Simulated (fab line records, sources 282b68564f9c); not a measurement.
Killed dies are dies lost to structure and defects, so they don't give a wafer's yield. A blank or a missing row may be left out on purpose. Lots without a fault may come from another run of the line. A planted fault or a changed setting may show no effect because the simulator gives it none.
fab line records | flow rit_cmos
record lots=7 wafers=21 last_day=7
route steps=202 shown FOX2@24 NWELL@28 PWELL@39 WELLDRIVE@50 M1@202
lots that met no fault: from a run of the same line without faults
start_h: hours from the record's first day to the start of the lot's first wafer shown | wait_h: hours since the lot's step before | " the same as in the row above | L1.1+2: a row that stands for several wafers | - no value, or no start given | * or withheld: withheld | < > ~ a bound
route shown NAME@n: a module of which the file shows steps, and the number in the route of the first | usual: mean/standard deviation of fault-free wafers | same: alike in all rows | chamber/n: place in a boat | sites: the reading at each site | _std_site: their standard deviation | _edge_site: outer sites' mean less inner sites' | radius_mm: how far each site lies from the wafer's centre | mask NAME#n: copy n | behind: the tool/chamber that last shaped the wafer | hold: why the lot was held/for how many hours/how that ended | device: the transistor (n, p or np) that didn't switch | end of line: the same wafers' tests at the end of the route | a step without rows: its recipe alone | killed: dies lost to structure and defects at the first sort, not the wafer's yield | map: a wafer's dies, x killed, . not, _ none there
set.NAME: the setting as run; set.NAME@STEP: as run at that earlier step | model.NAME: the simulator's own value behind a step, which no gauge read
lots at some steps of the route; a table a step, a row a wafer
services: from which hour (start_h, from the record's first day; less than 0 if before it) a tool's chamber was out of use, for how many hours, and why
## steps
# step RIT_FOX2_THK_MEAS_01
# recipe reads=SiO2_of_FOX2_OXIDATION_00
# usual FOX2_OXIDE_THK=350/6.7
# columns lot.wafer tool chamber start_h wait_h FOX2_OXIDE_THK[nm]
L404.1 film_metro-02 - 20.46 0.0 362
L404.3 " - " " 355
L404.5 " - " " 357
L408.2 film_metro-02 - 39.10 0.0 345
L408.4 " - " " 347
L408.5 " - " " 342
L412.4 film_metro-01 - 61.25 0.0 340
L412.5 " - " " 342
L412.6 " - " " 345
L418.1 film_metro-01 - 94.14 0.0 342
L418.2 " - " " 345
L418.3 " - " " 345
L419.1 film_metro-02 - 96.11 0.0 341
L419.4 " - " " 348
L419.6 " - " " 351
L420.2 film_metro-01 - 99.58 0.0 346
L420.4 " - " " 346
L420.5 " - " " 341
L426.2 film_metro-01 - 130.63 0.0 338
L426.4 " - " " 338
L426.5 " - " " 341
# step RIT_FOX2_CLEAN_02
# recipe chemistry=dHF dilution=50:1 time_s=180
# step RIT_FOX2_WET_ETCH_03
# recipe chemistry=H3PO4 target=Si3N4 target_depth_nm=195 temp_c=165 time_s=2700
# step RIT_FOX2_THK_MEAS_90
# recipe reads=SiO2_of_FOX2_OXIDATION_00
# usual FIELD_OXIDE_LEFT_1_THK=322/6.7
# columns lot.wafer tool chamber start_h wait_h FIELD_OXIDE_LEFT_1_THK[nm]
L404.1 film_metro-03 - 21.34 0.0 335
L404.3 " - " " 328
L404.5 " - " " 330
L408.2 film_metro-03 - 39.98 0.0 317
L408.4 " - " " 319
L408.5 " - " " 314
L412.4 film_metro-01 - 62.12 0.0 313
L412.5 " - " " 315
L412.6 " - " " 318
L418.1 film_metro-02 - 95.01 0.0 314
L418.2 " - " " 318
L418.3 " - " " 317
L419.1 film_metro-02 - 96.99 0.0 314
L419.4 " - " " 321
L419.6 " - " " 323
L420.2 film_metro-02 - 100.46 0.0 318
L420.4 " - " " 318
L420.5 " - " " 314
L426.2 film_metro-02 - 131.51 0.0 311
L426.4 " - " " 310
L426.5 " - " " 314
# step RIT_NWELL_HMDS_00
# recipe prime_time_s=60 prime_temp_c=140
# step RIT_NWELL_COAT_01
# recipe resist=NOVOLAK spin_rpm=2000 resist_thk_nm=1300
# step RIT_NWELL_SOFTBAKE_02
# recipe resist=NOVOLAK temp_c=90 time_s=60
# step RIT_NWELL_EXPOSE_03
# recipe mask_id=M2 na=0.57 target_cd_nm=43900 dose_mj=250
# step RIT_NWELL_PEB_04
# recipe resist=NOVOLAK temp_c=withheld time_s=withheld
# step RIT_NWELL_DEVELOP_05
# recipe resist=NOVOLAK develop_time_s=68 dev_temp_c=23
# step RIT_NWELL_OVL_MEAS_06
# usual NWELL_OVL=0.2/1.5
# columns lot.wafer tool chamber start_h wait_h NWELL_OVL[nm]
L404.1 overlay-02 - 22.42 - -0.1
L404.3 " - " " 1.2
L404.5 " - " " 1.2
L408.2 overlay-02 - 41.04 - 1.4
L408.4 " - " " -0.6
L408.5 " - " " 0.8
L412.4 overlay-02 - 63.22 - -1.6
L412.5 " - " " -0.9
L412.6 " - " " -1.6
L418.1 overlay-02 - 95.98 - -1.1
L418.2 " - " " -2.1
L418.3 " - " " -2.0
L419.1 overlay-01 - 98.05 - 1.0
L419.4 " - " " 0.6
L419.6 " - " " 0.3
L420.2 overlay-02 - 101.45 - 0.9
L420.4 " - " " -0.1
L420.5 " - " " 0.9
L426.2 overlay-01 - 132.44 - -0.1
L426.4 " - " " 1.1
L426.5 " - " " -2.6
# step RIT_NWELL_HARDBAKE_07
# recipe resist=NOVOLAK temp_c=140 time_s=120
# step RIT_NWELL_IMPLANT_08
# recipe species=P energy_kev=170 dose_cm2=5e+13 tilt_deg=7
# usual beam_on_s=9.99/0.2 end_station_pressure_torr=5.13e-06/2.9e-07 faraday_current_uA=159/3.2
# same implant_ion_amu=31
# columns lot.wafer tool chamber start_h wait_h beam_on_s end_station_pressure_torr faraday_current_uA
L404.1 implanter-04 0 22.71 0.2 9.81 5.53e-06 162
L404.3 " 0 " " 9.79 5.27e-06 162
L404.5 " 0 " " 10.13 5.1e-06 156
L408.2 implanter-02 0 41.34 0.2 10.23 5.46e-06 154
L408.4 " 0 " " 10.04 4.65e-06 157
L408.5 " 0 " " 9.89 5.19e-06 161
L412.4 implanter-04 0 63.57 0.2 10.13 5.78e-06 156
L412.5 " 0 " " 9.78 5.54e-06 162
L412.6 " 0 " " 10.21 5.06e-06 155
L418.1 implanter-04 0 96.26 0.2 11.10 4.518e-05 144
L418.2 " 0 " " 11.11 4.84e-05 144
L418.3 " 0 " " 10.84 4.903e-05 149
L419.1 implanter-04 0 98.34 0.2 11.06 5.495e-05 144
L419.4 " 0 " " 11.23 4.596e-05 143
L419.6 " 0 " " 10.75 4.836e-05 149
L420.2 implanter-04 0 101.76 0.2 11.27 5.015e-05 143
L420.4 " 0 " " 11.19 4.746e-05 143
L420.5 " 0 " " 11.07 4.918e-05 145
L426.2 implanter-01 0 132.75 0.2 9.93 5.2e-06 160
L426.4 " 0 " " 9.91 4.72e-06 161
L426.5 " 0 " " 10.22 4.83e-06 154
# step RIT_NWELL_STRIP_09
# recipe chemistry=O2 time_s=180 resist=NOVOLAK platen_temp_c=withheld power_w=500 pressure_mtorr=4000 o2_flow_sccm=4000
# usual drypump_motor_current_A=5.9/0.48 rf_refl_power_W=7.3/1
# columns lot.wafer tool chamber start_h wait_h drypump_motor_current_A rf_hours_counter_h rf_refl_power_W
L404.1 plasma_asher-04 0 22.86 0.1 5.8 37 7.1
L404.3 " 1 " " 6.2 - 6.6
L404.5 " 1 " " 6.2 - 6.8
L408.2 plasma_asher-04 0 41.47 0.1 5.8 39 7.0
L408.4 " 1 " " 6.2 - 6.7
L408.5 " 1 " " 6.2 - 6.6
L412.4 plasma_asher-02 1 63.70 0.1 5.8 - 6.6
L412.5 " 1 " " 5.8 - 6.6
L412.6 " 0 " " 5.9 - 7.1
L418.1 plasma_asher-04 0 96.41 0.1 5.8 45 7.1
L418.2 " 1 " " 6.2 45 6.3
L418.3 " 1 " " 6.2 - 6.4
L419.1 plasma_asher-01 1 98.49 0.1 6.6 32 6.4
L419.4 " 0 " " 4.9 - 9.8
L419.6 " 0 " " 4.9 - 9.5
L420.2 plasma_asher-02 1 101.88 0.1 5.9 47 6.8
L420.4 " 0 " " 5.9 - 7.2
L420.5 " 0 " " 5.9 - 7.2
L426.2 plasma_asher-01 0 132.87 0.1 4.9 34 9.5
L426.4 " 0 " " 4.9 - 9.7
L426.5 " 0 " " 4.9 - 9.7
# step RIT_NWELL_TW_MEAS_10
# usual NWELL_TW=2131/13
# columns lot.wafer tool chamber start_h wait_h NWELL_TW
L404.1 film_metro-03 - 23.04 0.1 2122
L404.3 " - " " 2121
L404.5 " - " " 2122
L408.2 film_metro-01 - 41.65 0.1 2137
L408.4 " - " " 2144
L408.5 " - " " 2138
L412.4 film_metro-04 - 63.85 0.1 2129
L412.5 " - " " 2135
L412.6 " - " " 2142
L418.1 film_metro-04 - 96.59 0.1 2200
L418.2 " - " " 2188
L418.3 " - " " 2198
L419.1 film_metro-04 - 98.66 0.1 2200
L419.4 " - " " 2219
L419.6 " - " " 2214
L420.2 film_metro-01 - 102.07 0.1 2215
L420.4 " - " " 2208
L420.5 " - " " 2212
L426.2 film_metro-04 - 133.06 0.1 2140
L426.4 " - " " 2134
L426.5 " - " " 2134
# step RIT_PWELL_HMDS_00
# recipe prime_time_s=60 prime_temp_c=140
# step RIT_PWELL_COAT_01
# recipe resist=NOVOLAK spin_rpm=2000 resist_thk_nm=1300
# step RIT_PWELL_SOFTBAKE_02
# recipe resist=NOVOLAK temp_c=90 time_s=60
# step RIT_PWELL_EXPOSE_03
# recipe mask_id=M3 na=0.57 target_cd_nm=43700 dose_mj=250
# step RIT_PWELL_PEB_04
# recipe resist=NOVOLAK temp_c=withheld time_s=withheld
# step RIT_PWELL_DEVELOP_05
# recipe resist=NOVOLAK develop_time_s=68 dev_temp_c=23
# step RIT_PWELL_OVL_MEAS_06
# usual PWELL_OVL=0.9/1.2
# columns lot.wafer tool chamber start_h wait_h PWELL_OVL[nm]
L404.1 overlay-02 - 24.03 - -0.2
L404.3 " - " " 0.4
L404.5 " - " " -0.1
L408.2 overlay-01 - 42.71 - 1.2
L408.4 " - " " -0.7
L408.5 " - " " -0.3
L412.4 overlay-02 - 64.90 - 1.6
L412.5 " - " " 1.7
L412.6 " - " " 2.2
L418.1 overlay-02 - 97.53 - 1.2
L418.2 " - " " 2.5
L418.3 " - " " 1.9
L419.1 overlay-02 - 99.60 - 0.9
L419.4 " - " " 1.5
L419.6 " - " " 1.6
L420.2 overlay-02 - 103.00 - -0.2
L420.4 " - " " -0.8
L420.5 " - " " 0.6
L426.2 overlay-01 - 134.09 - 1.7
L426.4 " - " " 0.7
L426.5 " - " " 1.6
# step RIT_PWELL_HARDBAKE_07
# recipe resist=NOVOLAK temp_c=140 time_s=120
# step RIT_PWELL_IMPLANT_08
# recipe species=B energy_kev=170 dose_cm2=7e+13 tilt_deg=7
# step RIT_PWELL_STRIP_09
# recipe chemistry=O2 time_s=180 resist=NOVOLAK platen_temp_c=withheld power_w=500 pressure_mtorr=4000 o2_flow_sccm=4000
# usual drypump_motor_current_A=5.7/0.36 rf_refl_power_W=7.3/0.65
# columns lot.wafer tool chamber start_h wait_h drypump_motor_current_A rf_hours_counter_h rf_refl_power_W
L404.1 plasma_asher-04 1 24.47 0.1 6.2 37 6.7
L404.3 " 0 " " 5.8 - 7.2
L404.5 " 1 " " 6.2 - 6.6
L408.2 plasma_asher-04 1 43.14 0.1 6.2 40 6.9
L408.4 " 1 " " 6.2 - 6.9
L408.5 " 1 " " 6.2 - 6.6
L412.4 plasma_asher-03 0 65.38 0.1 5.5 - 6.6
L412.5 " 1 " " 5.2 - 8.5
L412.6 " 0 " " 5.6 - 7.0
L418.1 plasma_asher-03 1 97.96 0.1 5.2 43 8.4
L418.2 " 0 " " 5.5 43 6.9
L418.3 " 0 " " 5.5 - 7.1
L419.1 plasma_asher-02 0 100.04 0.1 5.8 47 7.1
L419.4 " 1 " " 5.8 - 6.8
L419.6 " 0 " " 5.9 - 7.4
L420.2 plasma_asher-04 1 103.43 0.1 6.2 45 6.8
L420.4 " 0 " " 5.8 - 7.1
L420.5 " 1 " " 6.2 - 6.8
L426.2 plasma_asher-03 1 134.52 0.1 5.2 48 8.4
L426.4 " 1 " " 5.2 - 8.4
L426.5 " 0 " " 5.6 - 6.7
# step RIT_PWELL_TW_MEAS_10
# usual PWELL_TW=948/8.2
# columns lot.wafer tool chamber start_h wait_h PWELL_TW
L404.1 film_metro-04 - 24.65 0.1 952
L404.3 " - " " 953
L404.5 " - " " 953
L408.2 film_metro-03 - 43.33 0.1 938
L408.4 " - " " 938
L408.5 " - " " 933
L412.4 film_metro-01 - 65.52 0.1 948
L412.5 " - " " 951
L412.6 " - " " 957
L418.1 film_metro-01 - 98.14 0.1 954
L418.2 " - " " 952
L418.3 " - " " 956
L419.1 film_metro-01 - 100.21 0.1 949
L419.4 " - " " 946
L419.6 " - " " 953
L420.2 film_metro-01 - 103.62 0.1 949
L420.4 " - " " 947
L420.5 " - " " 950
L426.2 film_metro-01 - 134.71 0.1 954
L426.4 " - " " 949
L426.5 " - " " 947
# step RIT_WELLDRIVE_ANNEAL_00
# recipe temp_c=1100 time_s=14700 ambient=N2
# step RIT_WELLDRIVE_RS_MEAS_01
# recipe thk_meas_gauge=four-point-probe
# usual NWELL_RS=275.3/0.75
# columns lot.wafer tool chamber start_h wait_h NWELL_RS[ohm/sq]
L404.1 film_metro-01 - 30.53 0.0 275.0
L404.3 " - " " 275.0
L404.5 " - " " 274.8
L408.2 film_metro-03 - 48.48 0.0 275.2
L408.4 " - " " 274.1
L408.5 " - " " 274.5
L412.4 film_metro-03 - 71.56 0.1 275.6
L412.5 " - " " 274.7
L412.6 " - " " 274.9
L418.1 film_metro-03 - 103.28 0.0 260.6
L418.2 " - " " 261.2
L418.3 " - " " 260.0
L419.1 film_metro-01 - 105.73 0.0 259.4
L419.4 " - " " 258.7
L419.6 " - " " 259.1
L420.2 film_metro-03 - 109.70 0.0 259.2
L420.4 " - " " 258.2
L420.5 " - " " 258.1
L426.2 film_metro-01 - 140.66 0.0 275.2
L426.4 " - " " 275.3
L426.5 " - " " 275.5
# step RIT_WELLDRIVE_RS_MEAS_02
# recipe thk_meas_gauge=four-point-probe
# usual PWELL_RS=429.1/1.3
# columns lot.wafer tool chamber start_h wait_h PWELL_RS[ohm/sq]
L404.1 film_metro-01 - 30.65 0.1 428.1
L404.3 " - " " 429.6
L404.5 " - " " 428.1
L408.2 film_metro-03 - 48.60 0.1 428.8
L408.4 " - " " 428.8
L408.5 " - " " 429.6
L412.4 film_metro-03 - 71.68 0.1 427.5
L412.5 " - " " 429.0
L412.6 " - " " 428.8
L418.1 film_metro-03 - 103.40 0.1 427.6
L418.2 " - " " 427.3
L418.3 " - " " 427.3
L419.1 film_metro-01 - 105.85 0.1 429.7
L419.4 " - " " 429.7
L419.6 " - " " 430.7
L420.2 film_metro-03 - 109.82 0.1 430.0
L420.4 " - " " 430.5
L420.5 " - " " 429.6
L426.2 film_metro-01 - 140.78 0.1 430.6
L426.4 " - " " 429.8
L426.5 " - " " 431.6
# step RIT_M1_PROBE_99
# usual killed_at_contacts=0.1/0.3 killed_at_front_end=6.9/2.9 killed_dies=7.0/2.9 killed_open=3.3/2 killed_short=3.7/2
# same gross_dies=264 killed_at_M0_to_M3=0 killed_at_M4_up=0 killed_at_back_side=0 killed_at_other=0
# columns lot.wafer tool chamber start_h wait_h killed_at_contacts killed_at_front_end killed_dies killed_open killed_short model.etest.nwell_pinched.rs_ohm_sq model.etest.well_edge_left.line_ohm_um model.etest.well_edge_right.line_ohm_um model.etest.field_p_metal.vt_v model.etest.field_p.vt_v model.etest.diode_pplus_nwell.bv_v model.etest.vpnp.gain model.etest.diode_pplus_comb.cj_ff_um2
L404.1 prober-01 - 60.90 0.1 0 7 7 4 3 332.1 181.7 183.6 -29.21 -12.9 6.45 1.012 2.034
L404.3 prober-01 - 61.00 0.2 0 2 2 0 2 336.4 182.6 181.6 -29.38 -12.86 6.543 1.031 2.027
L404.5 prober-01 - 61.10 0.2 0 7 7 6 1 331.5 179.1 180.4 -29.62 -12.97 6.48 1.01 2.035
L408.2 prober-01 - 79.93 0.1 0 7 7 2 5 344.1 184.7 182 -28.7 -12.29 6.815 1.098 1.955
L408.4 prober-01 - 80.03 0.2 0 7 7 4 3 339.2 181.3 179.8 -28.98 -12.41 6.745 1.089 1.96
L408.5 prober-01 - 80.08 0.2 0 8 8 3 5 340.7 182.9 181 -29.46 -12.3 6.762 1.102 1.949
L412.4 prober-01 - 101.83 0.2 0 5 5 2 3 333.8 184.2 183.4 -30.87 -12.81 6.492 1.037 2.014
L412.5 prober-01 - 101.88 0.2 0 13 13 5 8 337.1 184.4 185.3 -30.04 -12.79 6.604 1.048 2.024
L412.6 prober-01 - 101.93 0.2 0 0 0 0 0 339.6 181.8 181.1 -29.83 -12.91 6.59 1.039 2.013
L418.1 prober-02 - 133.21 0.1 0 4 4 2 2 311.4 174.7 171.6 -31.87 -13.4 6.435 0.9615 2.062
L418.2 prober-02 - 133.26 0.1 0 5 5 3 2 319 169 172.3 -30.9 -13.31 6.462 1.012 2.049
L418.3 prober-02 - 133.31 0.2 1 6 7 3 4 322.5 172.8 173.3 -30.85 -13.33 6.48 1.012 2.052
L419.1 prober-01 - 135.41 0.1 0 7 7 2 5 320 169.5 170.4 -30.91 -13.28 6.441 0.981 2.062
L419.4 prober-01 - 135.56 0.2 0 3 3 1 2 317.2 172.4 168.5 -30.68 -13.28 6.447 0.9777 2.059
L419.6 prober-01 - 135.66 0.2 0 7 7 5 2 318.4 169.8 171.3 -30.74 -13.25 6.438 0.9815 2.07
L420.2 prober-02 - 139.83 0.1 0 8 8 3 5 318.5 169.7 171.2 -31.53 -13.61 6.392 0.979 2.088
L420.4 prober-02 - 139.93 0.2 0 6 6 2 4 316.5 170.3 171 -31.86 -13.54 6.393 0.9693 2.082
L420.5 prober-02 - 139.98 0.2 1 1 2 1 1 314.7 168.7 168 -32.37 -13.62 6.426 0.9723 2.075
L426.2 prober-01 - 169.11 0.1 0 6 6 4 2 332.2 181.1 182 -30.15 -12.76 6.424 0.9749 2.064
L426.4 prober-01 - 169.21 0.2 0 4 4 2 2 334.6 182.1 177.8 -30.49 -12.74 6.481 1.001 2.065
L426.5 prober-01 - 169.26 0.2 0 2 2 1 1 336.8 181.4 181.3 -30.18 -12.75 6.54 0.9948 2.06
# killed by level:class
L404.1 FOX2:geometric_particle:open=2 GATE:geometric_particle:short=2 GATE:geometric_particle:open=1 REOX:geometric_particle:short=1 SILICIDE:geometric_particle:open=1
L404.3 FOX2:geometric_particle:short=1 SILICIDE:geometric_particle:short=1
L404.5 FOX1:geometric_particle:open=2 GATE:geometric_particle:short=1 GATE:geometric_particle:open=1 REOX:geometric_particle:open=1 SPACER:geometric_particle:open=1 SILICIDE:geometric_particle:open=1
L408.2 FOX2:geometric_particle:short=3 SILICIDE:geometric_particle:short=2 GATE:geometric_particle:open=1 REOX:geometric_particle:open=1
L408.4 FOX2:geometric_particle:open=2 FOX1:geometric_particle:short=1 GATE:geometric_particle:open=1 GATE:geometric_particle:short=1 SPACER:geometric_particle:short=1 SILICIDE:geometric_particle:open=1
L408.5 FOX2:geometric_particle:short=3 FOX1:geometric_particle:open=1 GATE:geometric_particle:open=1 REOX:geometric_particle:short=1 SPACER:geometric_particle:short=1 SPACER:geometric_particle:open=1
L412.4 GATE:geometric_particle:short=2 FOX1:geometric_particle:open=1 GATE:geometric_particle:open=1 SPACER:geometric_particle:short=1
L412.5 FOX1:geometric_particle:short=3 FOX1:geometric_particle:open=2 GATE:geometric_particle:short=2 GATE:geometric_particle:open=2 FOX2:geometric_particle:short=1 SPACER:geometric_particle:short=1 SPACER:geometric_particle:open=1 SILICIDE:geometric_particle:short=1
L418.1 FOX1:geometric_particle:short=1 FOX1:geometric_particle:open=1 FOX2:geometric_particle:short=1 SPACER:geometric_particle:open=1
L418.2 GATE:geometric_particle:short=2 GATE:geometric_particle:open=2 SPACER:geometric_particle:open=1
L418.3 FOX2:geometric_particle:open=2 FOX1:geometric_particle:short=1 FOX2:geometric_particle:short=1 GATE:geometric_particle:open=1 REOX:geometric_particle:short=1 CONTACT:geometric_particle:short=1
L419.1 GATE:geometric_particle:short=2 SPACER:geometric_particle:short=2 FOX1:geometric_particle:short=1 REOX:geometric_particle:open=1 SPACER:geometric_particle:open=1
L419.4 FOX1:geometric_particle:open=1 GATE:geometric_particle:short=1 REOX:geometric_particle:short=1
L419.6 SPACER:geometric_particle:open=2 FOX1:geometric_particle:short=1 FOX1:geometric_particle:open=1 GATE:geometric_particle:short=1 REOX:geometric_particle:open=1 SILICIDE:geometric_particle:open=1
L420.2 GATE:geometric_particle:short=2 FOX1:geometric_particle:open=1 FOX2:geometric_particle:short=1 FOX2:geometric_particle:open=1 GATE:geometric_particle:open=1 SPACER:geometric_particle:short=1 SILICIDE:geometric_particle:short=1
L420.4 GATE:geometric_particle:short=2 FOX2:geometric_particle:short=1 FOX2:geometric_particle:open=1 SILICIDE:geometric_particle:short=1 SILICIDE:geometric_particle:open=1
L420.5 FOX2:geometric_particle:short=1 CONTACT:geometric_particle:open=1
L426.2 SILICIDE:geometric_particle:open=2 FOX2:geometric_particle:open=1 GATE:geometric_particle:short=1 SPACER:geometric_particle:open=1 SILICIDE:geometric_particle:short=1
L426.4 SPACER:geometric_particle:short=2 FOX2:geometric_particle:open=1 GATE:geometric_particle:open=1
L426.5 FOX1:geometric_particle:open=1 FOX1:geometric_particle:short=1
## services
# columns tool chamber start_h hours kind
plasma_asher-03 - 19.09 12.5 repair
implanter-01 - 29.58 1.9 repair
plasma_asher-01 - 29.87 3.1 repair
plasma_asher-03 - 31.62 2.8 pm
implanter-04 - 39.91 2.6 repair
plasma_asher-04 - 43.96 1.8 repair
plasma_asher-02 - 46.64 0.4 repair
implanter-02 - 55.73 3.2 repair
implanter-04 - 59.67 3.0 repair
plasma_asher-01 - 78.99 1.2 repair
plasma_asher-04 - 100.62 2.8 pm
plasma_asher-01 - 101.44 14.6 pm
plasma_asher-02 - 103.31 2.4 repair
plasma_asher-04 - 108.75 9.0 pm
plasma_asher-04 0 108.75 9.0 vent_cycle
plasma_asher-04 1 108.75 9.0 vent_cycle
plasma_asher-04 0 117.75 - clean
plasma_asher-04 1 117.75 - clean
plasma_asher-04 - 126.64 2.2 repair
## key
first_sign step=RIT_NWELL_IMPLANT_08 reading=end_station_pressure_torr direction=up sigmas=99+ usual=5.13e-06 struck=4.874e-05
effect step=RIT_NWELL_IMPLANT_08 reading=beam_on_s direction=up sigmas=5.4 usual=9.99 struck=11.07
effect step=RIT_NWELL_TW_MEAS_10 reading=NWELL_TW direction=up sigmas=5.6 usual=2131 struck=2206
effect step=RIT_WELLDRIVE_RS_MEAS_01 reading=NWELL_RS direction=down sigmas=21 usual=275.3 struck=259.4
model_effect step=RIT_M1_PROBE_99 value=etest.nwell_pinched.rs_ohm_sq without=339 struck=317.6
met_at RIT_NWELL_IMPLANT_08
struck_wafers L418.1,L418.2,L418.3,L419.1,L419.4,L419.6,L420.2,L420.4,L420.5
tester_left_out L418,L419,L420
onset_between 63.57 96.26
fault kind=process_parameter_drift tool=implanter-04 chamber=- onset_h=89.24 steps=RIT_NWELL_IMPLANT_08 channel=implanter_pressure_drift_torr offset=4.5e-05 shape=step end_h=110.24
fault kind=process_parameter_drift tool=implanter-04 chamber=- onset_h=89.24 steps=RIT_NWELL_IMPLANT_08 channel=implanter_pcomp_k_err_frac offset=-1 shape=step end_h=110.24
# tester_left_out: of these lots the tester's yield and bins aren't shown, on N5 and GAA mostly nor the transistor test; their killed dies are dies lost to structure and defects alone, not to doping, threshold or leakage, so they don't give the yield
